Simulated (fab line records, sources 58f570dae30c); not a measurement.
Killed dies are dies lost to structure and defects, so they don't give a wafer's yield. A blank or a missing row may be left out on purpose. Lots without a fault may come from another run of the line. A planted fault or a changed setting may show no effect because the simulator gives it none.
fab line records | flow berkeley_cmos170
record lots=5 wafers=27
route steps=331 shown PWELL@48 FIELD@90 SACOX@97 GATE@125 SPACER@171 M3@331
start_h: hours from the record's first day to the start of the lot's first wafer shown | wait_h: hours since the lot's step before | " the same as in the row above | L1.1+2: a row that stands for several wafers | - no value, or no start given | * or withheld: withheld | < > ~ a bound
route shown NAME@n: a module of which the file shows steps, and the number in the route of the first | usual: mean/standard deviation of fault-free wafers | same: alike in all rows | chamber/n: place in a boat | sites: the reading at each site | _std_site: their standard deviation | _edge_site: outer sites' mean less inner sites' | radius_mm: how far each site lies from the wafer's centre | mask NAME#n: copy n | behind: the tool/chamber that last shaped the wafer | hold: why the lot was held/for how many hours/how that ended | device: the transistor (n, p or np) that didn't switch | end of line: the same wafers' tests at the end of the route | a step without rows: its recipe alone | killed: dies lost to structure and defects at the first sort, not the wafer's yield | map: a wafer's dies, x killed, . not, _ none there
set.NAME: the setting as run; set.NAME@STEP: as run at that earlier step | model.NAME: the simulator's own value behind a step, which no gauge read
lots whose settings were changed on purpose; a table a step, a row a wafer
## steps
# step UCB170_PWELL_ETCH_14
# recipe chemistry=CH3F/Ar/O2 target=Si3N4 stop_on=SiO2 CH3F_flow_sccm=20 Ar_flow_sccm=50 O2_flow_sccm=7 pressure_mtorr=50 rf_w=450 target_depth_a=2420 over_etch_frac=0.1 time_s=151
# usual oes_product_au=0.940/0.014
# columns lot.wafer tool chamber start_h wait_h set.target_depth_a oes_product_au model.etch.depth_nm model.KrF_of_PWELL_COAT_08.thk_nm model.SiO2_of_PWELL_OXIDATION_02.thk_nm
L075.1 rie_diel-01 1 64.33 0.0 2420 0.931 217.7 730 23.12
L075.2 " 2 " " 1120 0.986 110 813.9 25.15
L075.3 " 3 " " 1120 1.002 109.7 816.6 25.34
L075.4 " 0 " " 1120 0.984 113 814.3 25.16
L075.5 " 0 " " 2420 0.916 218.3 724.6 22.53
L075.6 " 1 " " 2420 0.941 220.8 728.3 23.43
L078.1 rie_diel-04 1 70.68 0.0 2420 0.942 222.6 727.1 22.87
L078.2 " 0 " " 1830 1.001 182.4 767.9 23.83
L078.3 " 2 " " 1830 1.000 180.3 769 23.47
L078.4 " 3 " " 1830 1.022 186.5 765.9 23.48
L078.5 " 1 " " 2420 0.944 223.6 729.7 22.98
L078.6 " 0 " " 2420 0.950 225.2 730 22.4
L079.1 rie_diel-04 0 80.20 0.0 2420 0.939 220.8 728.7 22.16
L079.2 " 1 " " 3847 0.735 219.9 628.9 0
L079.3 " 2 " " 3847 0.737 220.5 636.3 0
L079.4 " 3 " " 2420 0.948 220.6 726.6 22.13
L079.5 " 0 " " 3847 0.741 220 631.8 0
L079.6 " 1 " " 2420 0.933 221.6 732.3 22.81
L081.1 rie_diel-04 0 89.94 0.0 2420 0.939 218.7 720.6 22.79
L081.4 " 1 " " 2420 0.929 217.3 721.7 23.37
L081.5 " 3 " " 2420 0.948 218.7 723.5 22.23
L083.1 rie_diel-01 0 103.47 0.0 1118 0.984 111.8 810.8 24.84
L083.2 " 1 " " 2420 0.934 221.2 723.9 23.05
L083.3 " 3 " " 1118 1.005 108.5 810.5 24.71
L083.4 " 2 " " 1118 0.983 109.4 812.4 24.38
L083.5 " 0 " " 2420 0.929 220 720.9 22.03
L083.6 " 1 " " 2420 0.933 220.8 725.3 22.8
# step UCB170_PWELL_IMPLANT_15
# recipe species=B dose_cm2=5e+12 energy_kev=60 tilt_deg=7
# step UCB170_PWELL_STRIP_16
# recipe chemistry=O2 power_w=400 pressure_mtorr=3500 platen_temp_c=withheld o2_flow_sccm=400 overash_fraction=0.5
# usual strip_time_to_endpoint_s=18.15/0.072
# columns lot.wafer tool chamber start_h wait_h set.target_depth_a@PWELL_ETCH_14 strip_time_to_endpoint_s
L075.1 plasma_asher-03 0 64.58 0.1 2420 18.24
L075.2 " 1 " " 1120 20.23
L075.3 " 0 " " 1120 20.28
L075.4 " 1 " " 1120 20.21
L075.5 " 0 " " 2420 18.09
L075.6 " 1 " " 2420 18.19
L078.1 plasma_asher-03 1 70.93 0.1 2420 18.15
L078.2 " 0 " " 1830 19.13
L078.3 " 1 " " 1830 19.14
L078.4 " 0 " " 1830 19.08
L078.5 " 0 " " 2420 18.21
L078.6 " 1 " " 2420 18.21
L079.1 plasma_asher-01 0 80.45 0.1 2420 18.20
L079.2 " 1 " " 3847 15.86
L079.3 " 1 " " 3847 15.97
L079.4 " 0 " " 2420 18.14
L079.5 " 0 " " 3847 15.87
L079.6 " 1 " " 2420 18.26
L081.1 plasma_asher-03 1 90.19 0.1 2420 18.00
L081.4 " 0 " " 2420 18.01
L081.5 " 0 " " 2420 18.08
L083.1 plasma_asher-02 0 103.72 0.1 1118 20.15
L083.2 " 1 " " 2420 18.08
L083.3 " 1 " " 1118 20.14
L083.4 " 0 " " 1118 20.22
L083.5 " 1 " " 2420 18.02
L083.6 " 0 " " 2420 18.11
# step UCB170_FIELD_OXIDATION_01
# recipe temp_c=1000 ambient=H2O p_h2o_torr=584.62 target_thk_a=5583 ox_time_s=7200
# columns lot.wafer tool chamber start_h wait_h set.ox_time_s model.SiO2_of_FIELD_OXIDATION_01.thk_nm
L075.1 - - - 4.0 8858 640.3
L075.2 " - " " 8858 643.3
L075.3 " - " " 8858 649.1
L075.4 " - " " 8858 646.4
L075.5 " - " " 8858 648.1
L075.6 " - " " 8858 646.8
L078.1 - - - 10.0 10800 721.3
L078.2 " - " " 10800 728.8
L078.3 " - " " 10800 731.4
L078.4 " - " " 10800 725.4
L078.5 " - " " 10800 730.6
L078.6 " - " " 10800 718.7
L079.1 - - - 4.6 7200 563.8
L079.2 " - " " 7200 559.5
L079.3 " - " " 7200 563.7
L079.4 " - " " 7200 564.2
L079.5 " - " " 7200 555.5
L079.6 " - " " 7200 555.3
L081.1 furnace-02 0 142.25 8.6 7200 544.4
L081.4 " 0 " " 7200 545.8
L081.5 " 0 " " 7200 541.7
L083.1 - - - 5.2 9549 667.1
L083.2 " - " " 9549 668.7
L083.3 " - " " 9549 679.2
L083.4 " - " " 9549 678.4
L083.5 " - " " 9549 672.4
L083.6 " - " " 9549 674.5
# step UCB170_FIELD_THK_MEAS_02
# recipe reads=SiO2_of_FIELD_OXIDATION_01
# usual FIELD_OXIDE_THK=560/9.1
# columns lot.wafer tool chamber start_h wait_h set.ox_time_s@FIELD_OXIDATION_01 FIELD_OXIDE_THK[nm]
L075.1 film_metro-01 - - - 8858 640
L075.2 " - " " 8858 643
L075.3 " - " " 8858 649
L075.4 " - " " 8858 647
L075.5 " - " " 8858 648
L075.6 " - " " 8858 647
L078.1 film_metro-02 - - - 10800 721
L078.2 " - " " 10800 729
L078.3 " - " " 10800 731
L078.4 " - " " 10800 725
L078.5 " - " " 10800 731
L078.6 " - " " 10800 719
L079.1 film_metro-04 - - - 7200 564
L079.2 " - " " 7200 559
L079.3 " - " " 7200 564
L079.4 " - " " 7200 564
L079.5 " - " " 7200 556
L079.6 " - " " 7200 555
L081.1 film_metro-04 - 145.25 0.0 7200 544
L081.4 " - " " 7200 546
L081.5 " - " " 7200 542
L083.1 film_metro-01 - - - 9549 667
L083.2 " - " " 9549 669
L083.3 " - " " 9549 680
L083.4 " - " " 9549 678
L083.5 " - " " 9549 673
L083.6 " - " " 9549 674
# step UCB170_FIELD_ANNEAL_03
# recipe temp_c=1000 time_s=1200 ambient=N2
# step UCB170_FIELD_WET_ETCH_04
# recipe chemistry=dHF dilution=10:1 target=SiO2 temp_c=25 time_s=60
# step UCB170_FIELD_WET_ETCH_05
# recipe chemistry=H3PO4 target=Si3N4 temp_c=160 time_s=12600
# step UCB170_FIELD_WET_ETCH_06
# recipe chemistry=BOE dilution=5:1 target=SiO2 temp_c=25 time_s=22
# step UCB170_FIELD_THK_MEAS_90
# recipe reads=SiO2_of_FIELD_OXIDATION_01
# usual FIELD_OXIDE_LEFT_1_THK=443/9
# columns lot.wafer tool chamber start_h wait_h set.ox_time_s@FIELD_OXIDATION_01 FIELD_OXIDE_LEFT_1_THK[nm]
L075.1 film_metro-01 - 114.09 0.0 8858 524
L075.2 " - " " 8858 528
L075.3 " - " " 8858 533
L075.4 " - " " 8858 531
L075.5 " - " " 8858 532
L075.6 " - " " 8858 532
L078.1 film_metro-02 - 135.34 0.0 10800 606
L078.2 " - " " 10800 613
L078.3 " - " " 10800 615
L078.4 " - " " 10800 610
L078.5 " - " " 10800 615
L078.6 " - " " 10800 603
L079.1 film_metro-04 - 135.40 0.1 7200 447
L079.2 " - " " 7200 443
L079.3 " - " " 7200 447
L079.4 " - " " 7200 447
L079.5 " - " " 7200 439
L079.6 " - " " 7200 439
L081.1 film_metro-01 - 162.58 0.0 7200 428
L081.4 " - " " 7200 429
L081.5 " - " " 7200 425
L083.1 film_metro-02 - 171.55 0.0 9549 549
L083.2 " - " " 9549 552
L083.3 " - " " 9549 563
L083.4 " - " " 9549 561
L083.5 " - " " 9549 555
L083.6 " - " " 9549 558
# step UCB170_SACOX_CLEAN_00
# recipe chemistry=dHF dilution=25:1 time_s=7.5
# step UCB170_SACOX_OXIDATION_01
# recipe temp_c=900 ambient=O2 target_thk_a=144 ox_time_s=2400
# step UCB170_GATE_WET_ETCH_00
# recipe chemistry=dHF dilution=25:1 target=SiO2 temp_c=25 time_s=200
# step UCB170_FIELD_THK_MEAS_91
# recipe reads=SiO2_of_FIELD_OXIDATION_01
# usual FIELD_OXIDE_LEFT_2_THK=355/9.2
# columns lot.wafer tool chamber start_h wait_h set.ox_time_s@FIELD_OXIDATION_01 FIELD_OXIDE_LEFT_2_THK[nm]
L075.1 film_metro-04 - 151.67 0.0 8858 435
L075.2 " - " " 8858 439
L075.3 " - " " 8858 444
L075.4 " - " " 8858 442
L075.5 " - " " 8858 443
L075.6 " - " " 8858 442
L079.1 film_metro-02 - 166.54 0.0 7200 358
L079.2 " - " " 7200 354
L079.3 " - " " 7200 359
L079.4 " - " " 7200 360
L079.5 " - " " 7200 350
L079.6 " - " " 7200 350
L078.1 film_metro-01 - 166.78 0.0 10800 516
L078.2 " - " " 10800 523
L078.3 " - " " 10800 527
L078.4 " - " " 10800 521
L078.5 " - " " 10800 525
L078.6 " - " " 10800 513
L081.1 film_metro-04 - 187.27 0.0 7200 339
L081.4 " - " " 7200 341
L081.5 " - " " 7200 337
L083.1 film_metro-01 - 196.33 0.0 9549 461
L083.2 " - " " 9549 463
L083.3 " - " " 9549 474
L083.4 " - " " 9549 473
L083.5 " - " " 9549 467
L083.6 " - " " 9549 469
# step UCB170_GATE_OXIDATION_01
# recipe temp_c=850 ambient=O2 target_thk_a=66 ox_time_s=1800
# columns lot.wafer tool chamber start_h wait_h set.ox_time_s model.SiO2_of_GATE_OXIDATION_01.thk_nm
L075.1 - - - 5.5 2358 8.096
L075.2 " - " " 2358 8.021
L075.3 " - " " 2358 8.029
L075.4 " - " " 2358 8.051
L075.5 " - " " 2358 8.015
L075.6 " - " " 2358 7.963
L078.1 - - - 4.9 1800 6.657
L078.2 " - " " 1800 6.639
L078.3 " - " " 1800 6.644
L078.4 " - " " 1800 6.569
L078.5 " - " " 1800 6.745
L078.6 " - " " 1800 6.598
L079.1 - - - 5.1 2637 8.913
L079.2 " - " " 2637 8.814
L079.3 " - " " 2637 8.888
L079.4 " - " " 2637 9.01
L079.5 " - " " 2637 8.971
L079.6 " - " " 2637 8.788
L081.1 furnace-02 0 191.16 3.9 1800 6.647
L081.4 " 0 " " 1800 6.593
L081.5 " 0 " " 1800 6.813
L083.1 - - - 4.3 2671 8.852
L083.2 " - " " 2671 8.702
L083.3 " - " " 2671 8.84
L083.4 " - " " 2671 8.75
L083.5 " - " " 2671 8.779
L083.6 " - " " 2671 8.793
# step UCB170_GATE_THK_MEAS_02
# recipe reads=SiO2_of_GATE_OXIDATION_01
# usual GATE_OXIDE_THK=6.65/0.081
# columns lot.wafer tool chamber start_h wait_h set.ox_time_s@GATE_OXIDATION_01 GATE_OXIDE_THK[nm]
L075.1 film_metro-04 - - - 2358 8.14
L075.2 " - " " 2358 8.06
L075.3 " - " " 2358 8.03
L075.4 " - " " 2358 8.08
L075.5 " - " " 2358 8.01
L075.6 " - " " 2358 7.98
L079.1 film_metro-02 - - - 2637 8.88
L079.2 " - " " 2637 8.83
L079.3 " - " " 2637 8.85
L079.4 " - " " 2637 9.02
L079.5 " - " " 2637 8.96
L079.6 " - " " 2637 8.77
L078.1 film_metro-03 - - - 1800 6.66
L078.2 " - " " 1800 6.66
L078.3 " - " " 1800 6.61
L078.4 " - " " 1800 6.54
L078.5 " - " " 1800 6.73
L078.6 " - " " 1800 6.57
L081.1 film_metro-02 - 192.66 0.0 1800 6.68
L081.4 " - " " 1800 6.61
L081.5 " - " " 1800 6.83
L083.1 film_metro-04 - - - 2671 8.84
L083.2 " - " " 2671 8.67
L083.3 " - " " 2671 8.81
L083.4 " - " " 2671 8.77
L083.5 " - " " 2671 8.76
L083.6 " - " " 2671 8.79
# step UCB170_SPACER_CVD_00
# recipe material=SiO2 target_thk_nm=376 temp_c=390 precursor=TEOS/O2 time_s=47 rf_w=550 pressure_mtorr=9000
# columns lot.wafer tool chamber start_h wait_h set.time_s model.SiO2_of_SPACER_CVD_00.thk_nm
L075.1 pecvd-03 2 173.25 0.0 47 369.1
L075.2 " 1 " " 47 368.4
L075.3 " 0 " " 47 367.5
L075.4 " 0 " " 47 372.4
L075.5 " 1 " " 47 369.8
L075.6 " 2 " " 47 371.7
L078.1 pecvd-03 2 189.64 0.0 72.91 573.4
L078.2 " 0 " " 72.91 567.7
L078.3 " 1 " " 47 366.3
L078.4 " 2 " " 47 368.7
L078.5 " 1 " " 72.91 582.1
L078.6 " 0 " " 47 371.5
L079.1 pecvd-01 0 189.77 0.0 28.32 230.7
L079.2 " 1 " " 47 372.6
L079.3 " 2 " " 28.32 224.7
L079.4 " 0 " " 47 379.3
L079.5 " 1 " " 28.32 226.2
L079.6 " 2 " " 47 380.2
L081.1 pecvd-03 0 205.45 0.0 47 366.3
L081.4 " 0 " " 47 375.5
L081.5 " 2 " " 47 369
L083.1 pecvd-04 2 220.13 0.0 47 371.6
L083.2 " 1 " " 33.88 270.5
L083.3 " 0 " " 47 372.9
L083.4 " 1 " " 33.88 272.8
L083.5 " 0 " " 47 376.9
L083.6 " 2 " " 33.88 274.9
# step UCB170_SPACER_THK_MEAS_01
# recipe reads=SiO2_of_SPACER_CVD_00
# usual SPACER_TEOS_THK=373/4.4
# columns lot.wafer tool chamber start_h wait_h set.time_s@SPACER_CVD_00 SPACER_TEOS_THK[nm]
L075.1 film_metro-01 - 173.29 0.0 47 369
L075.2 " - " " 47 368
L075.3 " - " " 47 367
L075.4 " - " " 47 372
L075.5 " - " " 47 370
L075.6 " - " " 47 372
L078.1 film_metro-03 - 189.68 0.0 72.91 573
L078.2 " - " " 72.91 568
L078.3 " - " " 47 366
L078.4 " - " " 47 369
L078.5 " - " " 72.91 582
L078.6 " - " " 47 372
L079.1 film_metro-01 - 189.81 0.0 28.32 231
L079.2 " - " " 47 372
L079.3 " - " " 28.32 225
L079.4 " - " " 47 379
L079.5 " - " " 28.32 226
L079.6 " - " " 47 380
L081.1 film_metro-01 - 205.49 0.0 47 366
L081.4 " - " " 47 375
L081.5 " - " " 47 369
L083.1 film_metro-03 - 220.17 0.0 47 371
L083.2 " - " " 33.88 270
L083.3 " - " " 47 373
L083.4 " - " " 33.88 273
L083.5 " - " " 47 377
L083.6 " - " " 33.88 275
# step UCB170_SPACER_ANNEAL_02
# recipe temp_c=900 time_s=1800 ambient=N2
# step UCB170_SPACER_ETCHBACK_03
# recipe stop_on=Si target=SiO2 chemistry=CHF3/CF4/Ar CHF3_flow_sccm=50 cf4_flow_sccm=10 Ar_flow_sccm=120 pressure_mtorr=200 rf_w=500 target_depth_a=3760 time_s=100
# usual oes_product_au=0.893/0.015
# columns lot.wafer tool chamber start_h wait_h set.time_s@SPACER_CVD_00 oes_product_au model.etch.depth_nm
L075.1 rie_diel-04 1 180.84 0.0 47 0.882 369.1
L075.2 " 2 " " 47 0.895 368.4
L075.3 " 3 " " 47 0.899 367.5
L075.4 " 0 " " 47 0.900 372.4
L075.5 " 3 " " 47 0.891 369.8
L075.6 " 0 " " 47 0.891 371.7
L078.1 rie_diel-04 2 195.60 0.0 72.91 0.996 427.4
L078.2 " 0 " " 72.91 1.006 429.7
L078.3 " 1 " " 47 0.876 366.3
L078.4 " 3 " " 47 0.896 368.7
L078.5 " 0 " " 72.91 1.012 433.4
L078.6 " 1 " " 47 0.891 371.5
L079.1 rie_diel-03 3 195.60 0.0 28.32 0.631 230.7
L079.2 " 2 " " 47 0.877 372.6
L079.3 " 0 " " 28.32 0.644 224.7
L079.4 " 1 " " 47 0.897 379.3
L079.5 " 0 " " 28.32 0.647 226.2
L079.6 " 3 " " 47 0.897 380.2
L081.1 rie_diel-03 1 213.88 0.0 47 0.873 366.3
L081.4 " 0 " " 47 0.915 375.5
L081.5 " 1 " " 47 0.885 369
L083.1 rie_diel-03 2 224.97 0.0 47 0.874 371.6
L083.2 " 1 " " 33.88 0.715 270.5
L083.3 " 3 " " 47 0.881 372.9
L083.4 " 0 " " 33.88 0.726 272.8
L083.5 " 1 " " 47 0.889 376.9
L083.6 " 0 " " 33.88 0.735 274.9
# step UCB170_M3_PROBE_99
# columns lot.wafer tool chamber start_h wait_h set.ox_time_s@FIELD_OXIDATION_01 set.time_s@SPACER_CVD_00 model.etest.nldd.rs_ohm_sq model.etest.nmos_0p6.r_on_ohm_um model.etest.pldd.rs_ohm_sq model.etest.pldd.width_nm
L075.1 prober-01 - 211.88 0.1 8858 47 828.6 2634 1218 515.7
L075.5 prober-01 - 212.08 0.2 8858 47 819.8 2630 1212 512
L075.6 prober-01 - 212.13 0.2 8858 47 814.6 2601 1203 509.1
L078.1 prober-01 - 225.22 0.1 10800 72.91 781 - 1131 403.4
L078.2 prober-01 - 225.27 0.1 10800 72.91 782.6 - 1135 390.2
L078.3 prober-01 - 225.32 0.2 10800 47 778.6 2328 1071 391.1
L078.4 prober-01 - 225.37 0.2 10800 47 776.8 2293 1053 393.6
L078.5 prober-01 - 225.42 0.2 10800 72.91 - - - -
L078.6 prober-01 - 225.47 0.2 10800 47 780.1 2320 1097 406.2
L079.1 prober-01 - 228.39 0.1 7200 28.32 46.15 - 68.37 612.2
L079.2 prober-01 - 228.44 0.1 7200 47 836.3 2807 1305 610.2
L079.3 prober-01 - 228.49 0.2 7200 28.32 47.27 1935 69.46 608.2
L079.4 prober-01 - 228.54 0.2 7200 47 839.7 2862 1307 608.9
L079.5 prober-01 - 228.59 0.2 7200 28.32 47.26 1962 69.34 620.6
L079.6 prober-01 - 228.64 0.2 7200 47 839.7 2802 1299 614
L081.1 prober-01 - 245.65 0.1 7200 47 767.3 2284 1106 625.8
L081.4 prober-01 - 245.80 0.2 7200 47 775.4 2312 1114 626.9
L081.5 prober-01 - 245.85 0.2 7200 47 776.5 2326 1114 634.3
L083.1 prober-01 - 258.06 0.1 9549 47 823.5 2803 1313 481.2
L083.2 prober-01 - 258.11 0.1 9549 33.88 163 2148 114.9 473.2
L083.3 prober-01 - 258.16 0.2 9549 47 816.6 2776 1286 457.1
L083.4 prober-01 - 258.21 0.2 9549 33.88 146.8 2136 111.5 464.4
L083.5 prober-01 - 258.26 0.2 9549 47 823.6 2838 1314 467.2
L083.6 prober-01 - 258.31 0.2 9549 33.88 176.2 2183 116.6 463
# killed by level:class
L081.1 PFIELD:coat_microbubble_printed=2 SILICIDE:geometric_particle:open=1 V1:geometric_particle:short=1
L081.4 SPACER:geometric_particle:short=1 M1:geometric_particle:short=1
L081.5 M2:geometric_particle:short=1
## key
split step=UCB170_PWELL_ETCH_14 setting=target_depth_a stated=2420 by=wafer
response step=UCB170_PWELL_ETCH_14 reading=oes_product_au change=-0.00202 per=1% r=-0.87
response step=UCB170_PWELL_ETCH_14 reading=model.etch.depth_nm shape=bent at_lowest=109.9 at_stated=220.5 at_highest=220.2
response step=UCB170_PWELL_ETCH_14 reading=model.KrF_of_PWELL_COAT_08.thk_nm change=-1.63 per=1% r=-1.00
response step=UCB170_PWELL_ETCH_14 reading=model.SiO2_of_PWELL_OXIDATION_02.thk_nm shape=bent at_lowest=24.64 at_stated=22.71 at_highest=0
response step=UCB170_PWELL_STRIP_16 reading=strip_time_to_endpoint_s change=* per=1% r=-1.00
split step=UCB170_FIELD_OXIDATION_01 setting=ox_time_s stated=7200 by=lot
response step=UCB170_FIELD_OXIDATION_01 reading=model.SiO2_of_FIELD_OXIDATION_01.thk_nm change=+3.46 per=1% r=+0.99
response step=UCB170_FIELD_THK_MEAS_02 reading=FIELD_OXIDE_THK change=+3.46 per=1% r=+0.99
response step=UCB170_FIELD_THK_MEAS_90 reading=FIELD_OXIDE_LEFT_1_THK change=+3.48 per=1% r=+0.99
response step=UCB170_FIELD_THK_MEAS_91 reading=FIELD_OXIDE_LEFT_2_THK change=+3.45 per=1% r=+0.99
response step=UCB170_M3_PROBE_99 reading=model.etest.pldd.width_nm change=-4.46 per=1% r=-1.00
split step=UCB170_GATE_OXIDATION_01 setting=ox_time_s stated=1800 by=lot
response step=UCB170_GATE_OXIDATION_01 reading=model.SiO2_of_GATE_OXIDATION_01.thk_nm change=+0.0459 per=1% r=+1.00
response step=UCB170_GATE_THK_MEAS_02 reading=GATE_OXIDE_THK change=+0.0457 per=1% r=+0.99
split step=UCB170_SPACER_CVD_00 setting=time_s stated=47 by=wafer
response step=UCB170_SPACER_CVD_00 reading=model.SiO2_of_SPACER_CVD_00.thk_nm change=+3.73 per=1% r=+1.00
response step=UCB170_SPACER_THK_MEAS_01 reading=SPACER_TEOS_THK change=+3.72 per=1% r=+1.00
response step=UCB170_SPACER_ETCHBACK_03 reading=oes_product_au change=+0.00384 per=1% r=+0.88
response step=UCB170_SPACER_ETCHBACK_03 reading=model.etch.depth_nm shape=bent at_lowest=227.2 at_stated=371.6 at_highest=430.2
response step=UCB170_M3_PROBE_99 reading=model.etest.pldd.rs_ohm_sq shape=bent at_lowest=69.06 at_stated=1201 at_highest=1133
response step=UCB170_M3_PROBE_99 reading=model.etest.nldd.rs_ohm_sq shape=bent at_lowest=46.9 at_stated=806.5 at_highest=781.8
response step=UCB170_M3_PROBE_99 reading=model.etest.nmos_0p6.r_on_ohm_um change=+22.5 per=1% r=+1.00
